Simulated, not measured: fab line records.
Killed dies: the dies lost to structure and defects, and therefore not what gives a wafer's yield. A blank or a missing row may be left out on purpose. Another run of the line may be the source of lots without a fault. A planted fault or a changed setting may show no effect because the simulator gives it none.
Which of the tools did it? | flow berkeley cmos170 | Sampling: 7 lots, 21 wafers, 2 of 331 route steps

## WHAT EACH GAUGE READ, for each wafer
UCB170_PWELL_THK_MEAS_03.
lot  | measured    | on            | PWELL_OXIDE_THK (nm)
L335 | day 2 23:21 | film metro-01 | 27.2 27.0 26.6
L339 | day 3 20:31 | film metro-04 | 26.7 26.3 26.8
L343 | day 4 07:31 | film metro-04 | 26.4 26.4 26.1
L345 | day 4 17:42 | film metro-03 | 22.6 22.7 23.2
L347 | day 5 05:56 | film metro-03 | 26.9 26.9 26.8
L355 | day 6 15:13 | film metro-04 | 26.5 26.5 26.3
L358 | day 7 10:38 | film metro-04 | 25.4 25.2 25.5

## WHICH TOOL RAN EACH LOT (tool, then ch and the chambers of the sampled wafers, then the start)
lot  | UCB170_PWELL_OXIDATION_02
L335 | furnace-02 ch 0, day 2 21:56
L339 | furnace-03 ch 0, day 3 19:09
L343 | furnace-03 ch 0, day 4 06:10
L345 | furnace-03 ch 0, day 4 16:21
L347 | furnace-02 ch 0, day 5 04:35
L355 | furnace-02 ch 0, day 6 13:52
L358 | furnace-02 ch 0, day 7 09:17
- UCB170_PWELL_OXIDATION_02: target thk 26.4 nm, ox time 1260 s.

## THE ANSWER, worked out from the rows above alone
Rule: the usual values come from the lots themselves. Put in order of their means at a reading, lots are off if they are a third of the lots or fewer, leave a main group of 4 or more, and stand apart from it by a gap of 3 or more times the standard deviation of the main group's means; of several such gaps the widest counts. If all means in a main group match to the digits the tables above print for the reading, that group is not used. Also off: a lot with no number at a reading for which 4 or more lots have one. All remaining lots with rows at the step are treated as sound.
Off: at UCB170_PWELL_THK_MEAS_03 (PWELL_OXIDE_THK), L345. Main group: mean 26.4 nm, sd 0.52.
A tool fits if, at a process step before that reading, it ran every lot that is off, and no sound lot after the first of them. Gauges at UCB170_PWELL_THK_MEAS_03: tried the same way as those tools. One fits: furnace-03 at UCB170_PWELL_OXIDATION_02. A fault onset in the window from L343 (day 4 06:10, its last sound lot) to L345 (day 4 16:21, its first lot off) fits.

## WHAT THE SIMULATOR PUT IN
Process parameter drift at UCB170_PWELL_OXIDATION_02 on furnace-03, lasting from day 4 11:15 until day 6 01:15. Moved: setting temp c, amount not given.
Struck lots among those shown: L345. The rule above reached the same finding.
